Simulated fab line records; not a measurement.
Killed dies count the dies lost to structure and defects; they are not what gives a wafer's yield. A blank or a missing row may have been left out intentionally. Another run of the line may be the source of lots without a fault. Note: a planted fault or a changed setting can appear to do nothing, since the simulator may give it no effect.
fab line records	flow berkeleyCmos170	part 1 of 2: steps 1 to 40 of 44
[record] lots = 6	wafers = 18	lastDay = 11
route steps=331 shown CONTACT@226 M1@238 V1@254 M3@331
lots untouched by any fault: they come from a run of this same line in which no faults occurred
startH: the number of hours between the record's first day and the start of the first shown wafer of the lot	waitH: hours from the lot's prior step to this one	" same as the row above	L1.1+2: one row covering several wafers at once	- either no value or no given start	* or withheld: withheld	< > ~ a bound
route shown NAME@n: a module of which the file shows steps, and the number in the route of the first	usual: mean/standard deviation taken from wafers without a fault	same: alike in all rows	chamber/n: place in a boat	sites: per-site readings	_std_site: the values' standard deviation	_edge_site: inner sites' mean taken away from outer sites' mean	radiusMm: for every site, how far away it sits from the centre of the wafer	mask NAME#n: copy n	behind: the last tool/chamber to shape the wafer	hold: why the lot was held/for how many hours/how that ended	device: which transistor (n, p or np) failed to switch	end of line: the tests these same wafers got at the end of their route	for a step that has no rows: nothing shown but its recipe	killed: dies lost to structure and defects at the first sort, not the wafer's yield	map: a wafer's dies, marking killed ones x, the rest . and places with no die _
set.NAME: the run value of the setting; set.NAME@STEP: its run value at that earlier step	model.NAME: the simulator's own value behind a step, which no gauge read
lots at some steps of the route; a table a step, a row a wafer
services: from which hour (startH, from the record's first day; less than 0 if before it) a tool's chamber was out of use, for how many hours, and why
[[steps]]
[step UCB170_CONTACT_COAT_10]
[recipe] resist = KrF	spinRpm = 1500	resistThkNm = 900
[step UCB170_CONTACT_SOFTBAKE_11]
[recipe] resist = KrF	tempC = 130	timeS = 60
[step UCB170_CONTACT_EXPOSE_12]
[recipe] maskId = CONT	targetCdNm = 700	na = 0.5	sigmaOuter = 0.6	sourceShape = conventional	doseMj = 35
[step UCB170_CONTACT_PEB_13]
[recipe] pebTempC = 130	pebTimeS = withheld	resist = KrF
[step UCB170_CONTACT_DEVELOP_14]
[recipe] developer = TMAH	developTimeS = 45	resist = KrF	devTempC = 21
[step UCB170_CONTACT_CD_MEAS_15]
[recipe] targetCdNm = 700
[usual] cdNm = 699.9/1.4
lot.wafer	tool	chamber	startH	waitH	cdNm
L665.1	cdSem-02	-	137.50	-	700.7
L665.2	"	-	"	"	701.4
L665.4	"	-	"	"	701.1
L676.1	cdSem-01	-	181.79	-	699.4
L676.5	"	-	"	"	700.3
L676.6	"	-	"	"	699.8
L671.2	cdSem-01	-	182.53	-	700.2
L671.3	"	-	"	"	700.7
L671.4	"	-	"	"	699.7
L675.2	cdSem-02	-	202.91	-	699.2
L675.3	"	-	"	"	700.5
L675.5	"	-	"	"	700.6
L680.1	cdSem-01	-	220.83	-	699.2
L680.2	"	-	"	"	699.2
L680.6	"	-	"	"	699.8
L684.1	cdSem-01	-	238.61	-	700.8
L684.5	"	-	"	"	700.6
L684.6	"	-	"	"	700.4
[step UCB170_CONTACT_OVL_MEAS_16]
[usual] CONTACT_OVL = 0/5.6
lot.wafer	tool	chamber	startH	waitH	CONTACT_OVL[nm]
L665.1	overlay-01	-	137.62	0.1	-11
L665.2	"	-	"	"	-6
L665.4	"	-	"	"	-3
L676.1	overlay-02	-	181.91	0.1	-6
L676.5	"	-	"	"	-2
L676.6	"	-	"	"	0
L671.2	overlay-01	-	182.64	0.1	0
L671.3	"	-	"	"	-2
L671.4	"	-	"	"	2
L675.2	overlay-02	-	203.01	0.1	-11
L675.3	"	-	"	"	5
L675.5	"	-	"	"	12
L680.1	overlay-01	-	220.95	0.1	11
L680.2	"	-	"	"	5
L680.6	"	-	"	"	6
L684.1	overlay-02	-	238.73	0.1	-3
L684.5	"	-	"	"	-1
L684.6	"	-	"	"	-17
[step UCB170_CONTACT_ETCH_17]
[recipe] chemistry = N2/H2	targetDepthA = withheld	overetchA = withheld	target = BARC	timeS = withheld	sourceW = 500	biasW = 100	pressureMtorr = 30	n2FlowSccm = 100	h2FlowSccm = 200
[step UCB170_CONTACT_ETCH_18]
[recipe] chemistry = CHF3/CF4/Ar	target = PSG	stopOn = TiSi2	CHF3_flow_sccm = 45	cf4FlowSccm = 15	Ar_flow_sccm = 150	pressureMtorr = 200	rfW = 700	targetDepthA = 8400	overEtchFrac = 0.2	timeS = 195
[usual] drypumpMotorCurrentA = 5.7/0.58	oesProductAu = 0.897/0.0092	throttleValvePct = 6.86/0.12
lot.wafer	tool	chamber	startH	waitH	drypumpMotorCurrentA	oesProductAu	rfHoursCounterH	throttleValvePct
L665.1	rieDiel-01	0	-	-	5.4	0.915	104	6.83
L665.2	"	1	"	"	6.0	0.886	11	6.90
L665.4	"	2	"	"	6.6	0.898	55	6.64
L676.1	rieDiel-04	1	-	-	5.5	0.888	77	6.86
L676.5	"	0	"	"	5.4	0.892	-	7.03
L676.6	"	3	"	"	5.3	0.894	-	6.83
L671.2	rieDiel-02	0	-	-	5.9	0.897	101	6.96
L671.3	"	3	"	"	4.9	0.882	42	6.98
L671.4	"	2	"	"	6.6	0.880	72	6.88
L675.2	rieDiel-01	1	-	-	6.0	0.898	14	6.91
L675.3	"	3	"	"	4.7	0.913	129	7.02
L675.5	"	1	"	"	6.0	0.897	-	6.91
L680.1	rieDiel-04	0	-	-	5.4	0.878	56	7.05
L680.2	"	2	"	"	5.9	0.888	18	6.75
L680.6	"	0	"	"	5.4	0.888	-	7.03
L684.1	rieDiel-01	2	-	-	6.6	0.897	60	6.63
L684.5	"	0	"	"	5.4	0.903	-	6.85
L684.6	"	1	"	"	6.0	0.893	-	6.90
[step UCB170_CONTACT_STRIP_19]
[recipe] chemistry = O2	powerW = 400	pressureMtorr = 3500	platenTempC = withheld	o2FlowSccm = 400	overashFraction = 0.5
[usual] drypumpMotorCurrentA = 5.5/0.31	oesProductAu = 0.725/0.0043
lot.wafer	tool	chamber	startH	waitH	drypumpMotorCurrentA	oesProductAu	rfHoursCounterH
L665.1	plasmaAsher-02	1	137.82	-	5.2	0.731	43
L665.2	"	0	"	"	5.3	0.717	43
L665.4	"	1	"	"	5.2	0.724	-
L676.1	plasmaAsher-02	1	182.11	-	5.2	0.725	47
L676.5	"	1	"	"	5.2	0.722	-
L676.6	"	0	"	"	5.3	0.725	-
L671.2	plasmaAsher-03	1	182.84	-	5.7	0.723	40
L671.3	"	1	"	"	5.6	0.730	-
L671.4	"	0	"	"	6.1	0.722	-
L675.2	plasmaAsher-02	1	203.21	-	5.2	0.725	50
L675.3	"	0	"	"	5.3	0.722	-
L675.5	"	1	"	"	5.2	0.727	-
L680.1	plasmaAsher-02	0	221.16	-	5.3	0.732	52
L680.2	"	1	"	"	5.3	0.729	52
L680.6	"	0	"	"	5.3	0.721	-
L684.1	plasmaAsher-03	0	238.93	-	6.2	0.726	46
L684.5	"	1	"	"	5.7	0.733	-
L684.6	"	0	"	"	6.1	0.729	-
[step UCB170_CONTACT_CD_MEAS_90]
[recipe] targetCdNm = 700
[usual] cdNm = 700.2/1.6
lot.wafer	tool	chamber	startH	waitH	cdNm
L665.1	cdSem-01	-	137.92	0.1	700.9
L665.2	"	-	"	"	702.1
L665.4	"	-	"	"	699.5
L676.1	cdSem-01	-	182.21	0.1	700.2
L676.5	"	-	"	"	701.8
L676.6	"	-	"	"	700.5
L671.2	cdSem-02	-	182.96	0.1	699.6
L671.3	"	-	"	"	700.9
L671.4	"	-	"	"	699.6
L675.2	cdSem-02	-	203.33	0.1	699.9
L675.3	"	-	"	"	700.0
L675.5	"	-	"	"	701.6
L680.1	cdSem-01	-	221.36	0.2	700.1
L680.2	"	-	"	"	700.0
L680.6	"	-	"	"	700.7
L684.1	cdSem-01	-	239.03	0.1	701.5
L684.5	"	-	"	"	701.3
L684.6	"	-	"	"	701.5
[step UCB170_CONTACT_CLEAN_20]
[recipe] chemistry = SPM	tempC = 120	timeS = 600
[step UCB170_M1_SPUTTER_00]
[recipe] material = Al	targetThkNm = 600	timeS = 80	powerW = 6000	chamberPressurePa = 0.5
[usual] cathodeDcPowerW = 6000.0/0.99	throttleValvePct = 30.2/1
lot.wafer	tool	chamber	startH	waitH	cathodeDcPowerW	throttleValvePct	model.Al_of_M1_SPUTTER_00.thkNm
L665.1	pvdSputter-02	-	138.23	0.0	5999.3	29.6	606.6
L665.2	"	-	"	"	5999.7	30.8	603.7
L665.4	"	-	"	"	5998.8	31.7	610.5
L676.1	pvdSputter-04	-	182.51	0.0	6001.2	30.2	598.3
L676.5	"	-	"	"	5999.9	28.4	593.9
L676.6	"	-	"	"	6000.1	30.3	606.2
L671.2	pvdSputter-02	-	183.25	0.0	6001.9	31.7	421.9
L671.3	"	-	"	"	6000.2	30.7	417.9
L671.4	"	-	"	"	5999.7	30.3	419.9
L675.2	pvdSputter-02	-	203.61	0.0	5998.5	31.8	415.3
L675.3	"	-	"	"	5996.9	30.0	416.3
L675.5	"	-	"	"	5998.1	30.7	413.3
L680.1	pvdSputter-03	-	221.70	0.0	6000.0	31.4	603.7
L680.2	"	-	"	"	5999.2	28.2	603.5
L680.6	"	-	"	"	5999.9	30.5	609.2
L684.1	pvdSputter-03	-	239.50	0.0	5998.9	31.4	605.8
L684.5	"	-	"	"	6000.7	30.6	603
L684.6	"	-	"	"	6000.9	31.3	602.9
[step UCB170_M1_RS_MEAS_01]
[recipe] thkMeasGauge = four-point-probe	reads = Al_of_M1_SPUTTER_00
[usual] M1_AL_RS = 0.0482/0.00041
lot.wafer	tool	chamber	startH	waitH	M1_AL_RS[ohm/sq]
L665.1	filmMetro-03	-	138.29	0.0	0.0480
L665.2	"	-	"	"	0.0481
L665.4	"	-	"	"	0.0476
L676.1	filmMetro-04	-	182.57	0.0	0.0488
L676.5	"	-	"	"	0.0490
L676.6	"	-	"	"	0.0481
L671.2	filmMetro-04	-	183.33	0.1	0.0695
L671.3	"	-	"	"	0.0703
L671.4	"	-	"	"	0.0699
L675.2	filmMetro-04	-	203.69	0.1	0.0708
L675.3	"	-	"	"	0.0704
L675.5	"	-	"	"	0.0712
L680.1	filmMetro-03	-	221.76	0.0	0.0482
L680.2	"	-	"	"	0.0482
L680.6	"	-	"	"	0.0478
L684.1	filmMetro-01	-	239.56	0.0	0.0481
L684.5	"	-	"	"	0.0483
L684.6	"	-	"	"	0.0483
[step UCB170_M1_THK_MEAS_02]
[recipe] thkMeasGauge = xrf	reads = Al_of_M1_SPUTTER_00
[usual] M1_AL_THK = 610/6.3
lot.wafer	tool	chamber	startH	waitH	M1_AL_THK[nm]
L665.1	filmMetro-03	-	138.41	0.1	619
L665.2	"	-	"	"	613
L665.4	"	-	"	"	622
L676.1	filmMetro-04	-	182.69	0.1	603
L676.5	"	-	"	"	598
L676.6	"	-	"	"	607
L671.2	filmMetro-04	-	183.44	0.1	421
L671.3	"	-	"	"	419
L671.4	"	-	"	"	423
L675.2	filmMetro-04	-	203.80	0.1	416
L675.3	"	-	"	"	414
L675.5	"	-	"	"	418
L680.1	filmMetro-03	-	221.88	0.1	611
L680.2	"	-	"	"	611
L680.6	"	-	"	"	617
L684.1	filmMetro-01	-	239.68	0.1	604
L684.5	"	-	"	"	603
L684.6	"	-	"	"	602
[step UCB170_M1_COAT_03]
[recipe] resist = BARC	tempC = withheld	timeS = withheld	spinRpm = 3000	resistThkNm = withheld
[step UCB170_M1_COAT_04]
[recipe] resist = KrF	spinRpm = 1500	resistThkNm = 900
[step UCB170_M1_SOFTBAKE_05]
[recipe] resist = KrF	tempC = 130	timeS = 60
[step UCB170_M1_EXPOSE_06]
[recipe] maskId = METAL1	targetCdNm = 700	na = 0.5	sigmaOuter = 0.6	sourceShape = conventional	doseMj = 21
[step UCB170_M1_PEB_07]
[recipe] pebTempC = 130	pebTimeS = withheld	resist = KrF
[step UCB170_M1_DEVELOP_08]
[recipe] developer = TMAH	developTimeS = 45	resist = KrF	devTempC = 21
[step UCB170_M1_CD_MEAS_09]
[recipe] targetCdNm = 700
[usual] cdNm = 700.0/1.2
lot.wafer	tool	chamber	startH	waitH	cdNm
L665.1	cdSem-02	-	139.46	-	701.3
L665.2	"	-	"	"	702.1
L665.4	"	-	"	"	700.1
L676.1	cdSem-01	-	183.75	-	699.7
L676.5	"	-	"	"	699.9
L676.6	"	-	"	"	700.3
L671.2	cdSem-02	-	185.04	-	699.2
L671.3	"	-	"	"	699.0
L671.4	"	-	"	"	699.3
L675.2	cdSem-01	-	205.15	-	698.2
L675.3	"	-	"	"	699.0
L675.5	"	-	"	"	698.2
L680.1	cdSem-02	-	224.18	-	701.8
L680.2	"	-	"	"	702.4
L680.6	"	-	"	"	701.6
L684.1	cdSem-02	-	240.83	-	700.0
L684.5	"	-	"	"	701.1
L684.6	"	-	"	"	700.4
[step UCB170_M1_OVL_MEAS_10]
[usual] M1_OVL = 2/5.3
lot.wafer	tool	chamber	startH	waitH	M1_OVL[nm]
L665.1	overlay-01	-	139.58	0.1	5
L665.2	"	-	"	"	13
L665.4	"	-	"	"	2
L676.1	overlay-01	-	183.87	0.1	1
L676.5	"	-	"	"	4
L676.6	"	-	"	"	5
L671.2	overlay-01	-	185.15	0.1	1
L671.3	"	-	"	"	-1
L671.4	"	-	"	"	-1
L675.2	overlay-02	-	205.26	0.1	4
L675.3	"	-	"	"	1
L675.5	"	-	"	"	-7
L680.1	overlay-02	-	224.30	0.1	3
L680.2	"	-	"	"	0
L680.6	"	-	"	"	7
L684.1	overlay-02	-	240.95	0.1	9
L684.5	"	-	"	"	10
L684.6	"	-	"	"	4
[step UCB170_M1_ETCH_11]
[recipe] chemistry = N2/H2	targetDepthA = withheld	overetchA = withheld	target = BARC	timeS = withheld	sourceW = 500	biasW = 100	pressureMtorr = 30	n2FlowSccm = 100	h2FlowSccm = 200
[usual] drypumpMotorCurrentA = 5.8/0.52	h2FlowSccm = 200.1/0.6	oesProductAu = 0.997/0.016	throttleValvePct = 13.25/0.17
lot.wafer	tool	chamber	startH	waitH	drypumpMotorCurrentA	h2FlowSccm	oesProductAu	throttleValvePct
L665.1	rieDiel-02	3	139.62	0.0	4.9	199.9	0.988	13.22
L665.2	"	2	"	"	6.7	201.3	0.975	13.26
L665.4	"	1	"	"	5.2	201.0	0.994	12.96
L676.1	rieDiel-02	1	183.90	0.0	5.3	201.1	0.987	12.97
L676.5	"	1	"	"	5.2	200.0	0.998	12.96
L676.6	"	0	"	"	5.9	199.9	1.009	13.50
L671.2	rieDiel-04	2	185.18	0.0	5.9	199.7	0.996	13.09
L671.3	"	1	"	"	5.4	199.9	1.006	13.11
L671.4	"	3	"	"	5.2	200.3	0.989	13.14
L675.2	rieDiel-02	2	205.29	0.0	6.7	201.0	0.974	13.27
L675.3	"	3	"	"	4.9	199.7	0.999	13.25
L675.5	"	3	"	"	4.9	200.0	0.996	13.22
L680.1	rieDiel-02	0	224.34	0.0	5.9	199.6	1.001	13.48
L680.2	"	3	"	"	4.9	200.9	0.998	13.25
L680.6	"	2	"	"	6.7	198.5	0.984	13.24
L684.1	rieDiel-04	0	240.98	0.0	5.4	200.6	1.029	13.49
L684.5	"	3	"	"	5.2	198.9	1.008	13.15
L684.6	"	2	"	"	5.9	199.5	0.986	13.08
[step UCB170_M1_METAL_ETCH_12]
[recipe] chemistry = Cl2/BCl3	target = Al	stopOn = PSG	pressureMtorr = 12	targetDepthA = 7800	overEtchFrac = 0.3	timeS = 130	icpW = 600	biasW = 120	Cl2_flow_sccm = 90	bcl3FlowSccm = 45
[usual] drypumpMotorCurrentA = 5.8/0.53	oesProductAu = 0.850/0.012	throttleValvePct = 24.36/0.25
lot.wafer	tool	chamber	startH	waitH	drypumpMotorCurrentA	oesProductAu	rfHoursCounterH	throttleValvePct
L665.1	rieMetal-01	1	139.66	-	6.3	0.864	8.7	24.01
L665.2	"	0	"	"	5.1	0.845	1.8	24.41
L665.4	"	0	"	"	5.1	0.853	-	24.40
L676.1	rieMetal-02	1	183.95	-	6.1	0.834	3.0	24.53
L676.5	"	0	"	"	5.0	0.866	-	24.07
L676.6	"	1	"	"	6.1	0.834	-	24.54
L671.2	rieMetal-04	0	185.22	-	6.3	0.713	10.8	24.26
L671.3	"	1	"	"	6.0	0.697	-	24.73
L671.4	"	0	"	"	6.3	0.708	-	24.26
L675.2	rieMetal-04	1	205.33	-	6.1	0.696	8.6	24.73
L675.3	"	1	"	"	6.0	0.694	-	24.73
L675.5	"	1	"	"	6.0	0.687	-	24.74
L680.1	rieMetal-04	1	224.38	-	6.1	0.843	8.7	24.67
L680.2	"	0	"	"	6.3	0.857	11.9	24.20
L680.6	"	0	"	"	6.3	0.855	-	24.17
L684.1	rieMetal-01	0	241.02	-	5.1	0.856	4.2	24.40
L684.5	"	0	"	"	5.1	0.843	-	24.39
L684.6	"	0	"	"	5.1	0.847	-	24.39
[step UCB170_M1_STRIP_13]
[recipe] chemistry = O2	powerW = 400	pressureMtorr = 3500	platenTempC = withheld	o2FlowSccm = 400	overashFraction = 0.5
[usual] drypumpMotorCurrentA = 5.88/0.22	oesProductAu = 0.720/0.0051
lot.wafer	tool	chamber	startH	waitH	drypumpMotorCurrentA	oesProductAu	rfHoursCounterH
L665.1	plasmaAsher-03	0	139.80	0.1	6.16	0.719	36
L665.2	"	1	"	"	5.65	0.727	36
L665.4	"	0	"	"	6.16	0.722	-
L676.1	plasmaAsher-01	0	184.08	0.1	5.85	0.727	7
L676.5	"	1	"	"	5.59	0.713	-
L676.6	"	0	"	"	5.86	0.727	-
L671.2	plasmaAsher-03	0	185.35	0.1	6.15	0.722	41
L671.3	"	0	"	"	6.13	0.711	-
L671.4	"	1	"	"	5.69	0.711	-
L675.2	plasmaAsher-04	1	205.46	0.1	5.84	0.716	53
L675.3	"	0	"	"	6.06	0.706	-
L675.5	"	0	"	"	6.06	0.717	-
L680.1	plasmaAsher-03	0	224.51	0.1	6.15	0.719	45
L680.2	"	1	"	"	5.72	0.715	45
L680.6	"	0	"	"	6.14	0.703	-
L684.1	plasmaAsher-01	1	241.29	0.2	5.56	0.721	14
L684.5	"	1	"	"	5.56	0.714	-
L684.6	"	0	"	"	5.89	0.724	-
[step UCB170_M1_CD_MEAS_90]
[recipe] targetCdNm = 700
[usual] cdNm = 700.2/2.4
lot.wafer	tool	chamber	startH	waitH	cdNm
L665.1	cdSem-01	-	139.90	0.1	701.2
L665.2	"	-	"	"	705.2
L665.4	"	-	"	"	701.4
L676.1	cdSem-02	-	184.18	0.1	700.6
L676.5	"	-	"	"	701.4
L676.6	"	-	"	"	700.2
L671.2	cdSem-01	-	185.47	0.1	699.8
L671.3	"	-	"	"	697.0
L671.4	"	-	"	"	699.4
L675.2	cdSem-01	-	205.58	0.1	697.2
L675.3	"	-	"	"	696.0
L675.5	"	-	"	"	698.8
L680.1	cdSem-02	-	224.61	0.1	698.9
L680.2	"	-	"	"	700.9
L680.6	"	-	"	"	699.6
L684.1	cdSem-01	-	241.39	0.1	701.7
L684.5	"	-	"	"	702.2
L684.6	"	-	"	"	703.8
[step UCB170_M1_ANNEAL_14]
[recipe] tempC = 400	timeS = 1200	ambient = formingGas
[step UCB170_V1_CVD_00]
[recipe] material = SiO2	targetThkNm = 2000	tempC = 390	precursor = TEOS/O2	timeS = 250	rfW = 550	pressureMtorr = 9000
[step UCB170_V1_THK_MEAS_01]
[recipe] reads = SiO2_of_V1_CVD_00
[usual] V1_TEOS_THK = 1995/28
lot.wafer	tool	chamber	startH	waitH	V1_TEOS_THK[nm]
L665.1	filmMetro-01	-	143.27	0.1	1977
L665.2	"	-	"	"	1942
L665.4	"	-	"	"	1986
L676.1	filmMetro-02	-	187.13	0.1	1937
L676.5	"	-	"	"	2000
L676.6	"	-	"	"	2005
L671.2	filmMetro-02	-	187.30	0.1	1971
L671.3	"	-	"	"	1976
L671.4	"	-	"	"	1997
L675.2	filmMetro-01	-	207.64	0.1	1944
L675.3	"	-	"	"	1923
L675.5	"	-	"	"	1992
L680.1	filmMetro-02	-	227.26	0.1	1977
L680.2	"	-	"	"	1970
L680.6	"	-	"	"	2000
L684.1	filmMetro-01	-	243.26	0.1	2004
L684.5	"	-	"	"	1993
L684.6	"	-	"	"	2048
[step UCB170_V1_CMP_02]
[recipe] material = SiO2	downForcePsi = 6	platenRpm = 60	padVelocityMS = 0.75398
[usual] motorCurrentA = 15.6/0.97
lot.wafer	tool	chamber	startH	waitH	motorCurrentA
L665.2	cmp-01	0	143.33	0.0	16.4
L665.1	"	1	"	"	15.8
L665.4	"	3	"	"	15.5
L676.1	cmp-02	0	187.29	0.1	15.4
L676.6	"	2	"	"	19.0
L676.5	"	3	"	"	14.4
L671.2	cmp-02	0	187.54	0.2	15.8
L671.3	"	1	"	"	15.5
L671.4	"	2	"	"	18.9
L675.3	cmp-02	2	207.74	0.1	17.9
L675.2	"	0	"	"	15.6
L675.5	"	2	"	"	17.3
L680.1	cmp-01	0	227.32	0.1	16.1
L680.2	"	1	"	"	15.3
L680.6	"	1	"	"	15.3
L684.1	cmp-01	3	243.32	0.1	17.3
L684.5	"	3	"	"	16.0
L684.6	"	0	"	"	15.4
[step UCB170_V1_BOW_MEAS_03]
[recipe] mode = bow
[usual] V1_BOW = 19/6.4
lot.wafer	tool	chamber	startH	waitH	V1_BOW[um]
L665.1	filmMetro-02	-	143.63	0.2	17
L665.2	"	-	"	"	23
L665.4	"	-	"	"	11
L676.1	filmMetro-01	-	187.49	0.1	14
L676.5	"	-	"	"	17
L676.6	"	-	"	"	16
L671.2	filmMetro-04	-	187.81	0.2	13
L671.3	"	-	"	"	12
L671.4	"	-	"	"	16
L675.2	filmMetro-01	-	208.01	0.1	16
L675.3	"	-	"	"	13
L675.5	"	-	"	"	11
L680.1	filmMetro-04	-	227.62	0.2	22
L680.2	"	-	"	"	20
L680.6	"	-	"	"	25
L684.1	filmMetro-04	-	243.62	0.2	8
L684.5	"	-	"	"	16
L684.6	"	-	"	"	27
[step UCB170_V1_THK_MEAS_04]
[recipe] reads = SiO2_of_V1_CVD_00
[usual] V1_POLISHED_THK = 1000.0/1.1
lot.wafer	tool	chamber	startH	waitH	V1_POLISHED_THK[nm]
L665.1	filmMetro-02	-	143.75	0.1	999.1
L665.2	"	-	"	"	999.2
L665.4	"	-	"	"	999.0
L676.1	filmMetro-01	-	187.61	0.1	1000.1
L676.5	"	-	"	"	998.8
L676.6	"	-	"	"	998.5
L671.2	filmMetro-04	-	187.92	0.1	1000.9
L671.3	"	-	"	"	1000.1
L671.4	"	-	"	"	1001.3
L675.2	filmMetro-01	-	208.12	0.1	1003.1
L675.3	"	-	"	"	1001.7
L675.5	"	-	"	"	1001.8
L680.1	filmMetro-04	-	227.74	0.1	998.7
L680.2	"	-	"	"	998.9
L680.6	"	-	"	"	1000.0
L684.1	filmMetro-04	-	243.74	0.1	999.3
L684.5	"	-	"	"	999.1
L684.6	"	-	"	"	999.8
[step UCB170_V1_CLEAN_05]
[recipe] chemistry = DIW
[step UCB170_V1_HMDS_06]
[recipe] primeTimeS = 60	primeTempC = 100
[step UCB170_V1_COAT_07]
[recipe] resist = KrF	spinRpm = 1500	resistThkNm = 900
[step UCB170_V1_SOFTBAKE_08]
[recipe] resist = KrF	tempC = 130	timeS = 60
[step UCB170_V1_EXPOSE_09]
[recipe] maskId = VIA1	targetCdNm = 700	na = 0.5	sigmaOuter = 0.6	sourceShape = conventional	doseMj = 37
[step UCB170_V1_PEB_10]
[recipe] pebTempC = 130	pebTimeS = withheld	resist = KrF
[step UCB170_V1_DEVELOP_11]
[recipe] developer = TMAH	developTimeS = 45	resist = KrF	devTempC = 21
[[key]]
[firstSign] step = UCB170_M1_RS_MEAS_01	reading = M1_AL_RS	direction = up	sigmas = 54	usual = 0.0482	struck = 0.0703
[effect] step = UCB170_M1_THK_MEAS_02	reading = M1_AL_THK	direction = down	sigmas = 30	usual = 610	struck = 418
[effect] step = UCB170_M1_METAL_ETCH_12	reading = oesProductAu	direction = down	sigmas = 12	usual = 0.850	struck = 0.699
[modelEffect] step = UCB170_M1_SPUTTER_00	value = Al_of_M1_SPUTTER_00.thkNm	without = 609	struck = 417.4
[modelEffect] step = UCB170_V1_ETCH_14	value = Al_of_M1_SPUTTER_00.thkNm	without = 609.2	struck = 417.7
[modelEffect] step = UCB170_M3_PROBE_99	value = etest.m1.rsOhmSq	without = 0.04757	struck = 0.06943
metAt UCB170_M1_SPUTTER_00
struckWafers L671.2,L671.3,L671.4,L675.2,L675.3,L675.5
onsetBetween 138.23 183.25
[fault] kind = processParameterDrift	tool = pvdSputter-02	chamber = -	onsetH = 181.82	steps = UCB170_M1_SPUTTER_00	channel = targetThkNm	offset = -191.57	shape = step	endH = 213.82	actsIn = theseRecipesOnly	stated = 600
